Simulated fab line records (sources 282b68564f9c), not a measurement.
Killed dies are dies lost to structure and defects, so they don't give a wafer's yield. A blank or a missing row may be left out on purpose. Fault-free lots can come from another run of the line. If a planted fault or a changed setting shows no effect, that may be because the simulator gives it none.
Split-lot study :: flow ritCmos :: 23 wafers read across 5 lots, on a route 202 steps long

== THE SPLIT ITSELF ==
At RIT_FOX2_OXIDATION_00 (target thk 350.7 nm, ox time 1130 s), the setting oxTimeS was moved away from the recipe's 1130 s on 15 of the 23 wafers read, by -10.5% to +4.6%. The other wafers ran this setting at the recipe's value.

The reading is taken at the split's own step.

== THE READING ==
SiO2_of_FOX2_OXIDATION_00.thkNm (the simulator's own value, which no gauge read), in nm, at RIT_FOX2_OXIDATION_00 (target thk 350.7 nm, ox time 1130 s). No usual value for it is given in the file. Here, 8 wafers ran the recipe; their average is 347.4 nm with a standard deviation of 6.8 nm.

wafer: L074.1
tool, chamber at the split: -, -
oxTimeS as run, s: 1058
against the recipe: -6.4%
SiO2_of_FOX2_OXIDATION_00.thkNm, nm: 331.1
against lot-mates on the recipe: no lot-mate on the recipe

wafer: L074.2
tool, chamber at the split: -, -
oxTimeS as run, s: 1058
against the recipe: -6.4%
SiO2_of_FOX2_OXIDATION_00.thkNm, nm: 328.2
against lot-mates on the recipe: no lot-mate on the recipe

wafer: L074.3
tool, chamber at the split: -, -
oxTimeS as run, s: 1058
against the recipe: -6.4%
SiO2_of_FOX2_OXIDATION_00.thkNm, nm: 331.4
against lot-mates on the recipe: no lot-mate on the recipe

wafer: L074.5
tool, chamber at the split: -, -
oxTimeS as run, s: 1058
against the recipe: -6.4%
SiO2_of_FOX2_OXIDATION_00.thkNm, nm: 336.5
against lot-mates on the recipe: no lot-mate on the recipe

wafer: L074.6
tool, chamber at the split: -, -
oxTimeS as run, s: 1058
against the recipe: -6.4%
SiO2_of_FOX2_OXIDATION_00.thkNm, nm: 336.1
against lot-mates on the recipe: no lot-mate on the recipe

wafer: L077.2
tool, chamber at the split: -, -
oxTimeS as run, s: 1130
against the recipe: recipe
SiO2_of_FOX2_OXIDATION_00.thkNm, nm: 352.2
against lot-mates on the recipe: -

wafer: L077.3
tool, chamber at the split: -, -
oxTimeS as run, s: 1130
against the recipe: recipe
SiO2_of_FOX2_OXIDATION_00.thkNm, nm: 347.7
against lot-mates on the recipe: -

wafer: L077.4
tool, chamber at the split: -, -
oxTimeS as run, s: 1130
against the recipe: recipe
SiO2_of_FOX2_OXIDATION_00.thkNm, nm: 354.7
against lot-mates on the recipe: -

wafer: L077.5
tool, chamber at the split: -, -
oxTimeS as run, s: 1130
against the recipe: recipe
SiO2_of_FOX2_OXIDATION_00.thkNm, nm: 348.7
against lot-mates on the recipe: -

wafer: L077.6
tool, chamber at the split: -, -
oxTimeS as run, s: 1130
against the recipe: recipe
SiO2_of_FOX2_OXIDATION_00.thkNm, nm: 356.4
against lot-mates on the recipe: -

wafer: L078.1
tool, chamber at the split: -, -
oxTimeS as run, s: 1182
against the recipe: +4.6%
SiO2_of_FOX2_OXIDATION_00.thkNm, nm: 361.6
against lot-mates on the recipe: no lot-mate on the recipe

wafer: L078.3
tool, chamber at the split: -, -
oxTimeS as run, s: 1182
against the recipe: +4.6%
SiO2_of_FOX2_OXIDATION_00.thkNm, nm: 358.4
against lot-mates on the recipe: no lot-mate on the recipe

wafer: L078.4
tool, chamber at the split: -, -
oxTimeS as run, s: 1182
against the recipe: +4.6%
SiO2_of_FOX2_OXIDATION_00.thkNm, nm: 359.4
against lot-mates on the recipe: no lot-mate on the recipe

wafer: L078.5
tool, chamber at the split: -, -
oxTimeS as run, s: 1182
against the recipe: +4.6%
SiO2_of_FOX2_OXIDATION_00.thkNm, nm: 358.8
against lot-mates on the recipe: no lot-mate on the recipe

wafer: L078.6
tool, chamber at the split: -, -
oxTimeS as run, s: 1182
against the recipe: +4.6%
SiO2_of_FOX2_OXIDATION_00.thkNm, nm: 354.4
against lot-mates on the recipe: no lot-mate on the recipe

wafer: L081.1
tool, chamber at the split: -, -
oxTimeS as run, s: 1011
against the recipe: -10.5%
SiO2_of_FOX2_OXIDATION_00.thkNm, nm: 327.1
against lot-mates on the recipe: no lot-mate on the recipe

wafer: L081.2
tool, chamber at the split: -, -
oxTimeS as run, s: 1011
against the recipe: -10.5%
SiO2_of_FOX2_OXIDATION_00.thkNm, nm: 327.5
against lot-mates on the recipe: no lot-mate on the recipe

wafer: L081.3
tool, chamber at the split: -, -
oxTimeS as run, s: 1011
against the recipe: -10.5%
SiO2_of_FOX2_OXIDATION_00.thkNm, nm: 321
against lot-mates on the recipe: no lot-mate on the recipe

wafer: L081.4
tool, chamber at the split: -, -
oxTimeS as run, s: 1011
against the recipe: -10.5%
SiO2_of_FOX2_OXIDATION_00.thkNm, nm: 332.3
against lot-mates on the recipe: no lot-mate on the recipe

wafer: L081.6
tool, chamber at the split: -, -
oxTimeS as run, s: 1011
against the recipe: -10.5%
SiO2_of_FOX2_OXIDATION_00.thkNm, nm: 322.6
against lot-mates on the recipe: no lot-mate on the recipe

wafer: L084.3
tool, chamber at the split: furnace-01, 0
oxTimeS as run, s: 1130
against the recipe: recipe
SiO2_of_FOX2_OXIDATION_00.thkNm, nm: 335.6
against lot-mates on the recipe: -

wafer: L084.4
tool, chamber at the split: furnace-01, 0
oxTimeS as run, s: 1130
against the recipe: recipe
SiO2_of_FOX2_OXIDATION_00.thkNm, nm: 344.8
against lot-mates on the recipe: -

wafer: L084.5
tool, chamber at the split: furnace-01, 0
oxTimeS as run, s: 1130
against the recipe: recipe
SiO2_of_FOX2_OXIDATION_00.thkNm, nm: 339.5
against lot-mates on the recipe: -

FIT RESULTS
A straight line over all 23 wafers: SiO2_of_FOX2_OXIDATION_00.thkNm changes by +2.17 nm for each +1% of oxTimeS; r = +0.93; the points scatter about the line by 5.1 nm.
Too few moved wafers have a lot-mate on the recipe to fit a line with each lot's own level taken away.

== THE FILE'S OWN FIT ==
SiO2_of_FOX2_OXIDATION_00.thkNm changes by +2.17 nm for each +1% of oxTimeS, r = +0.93.
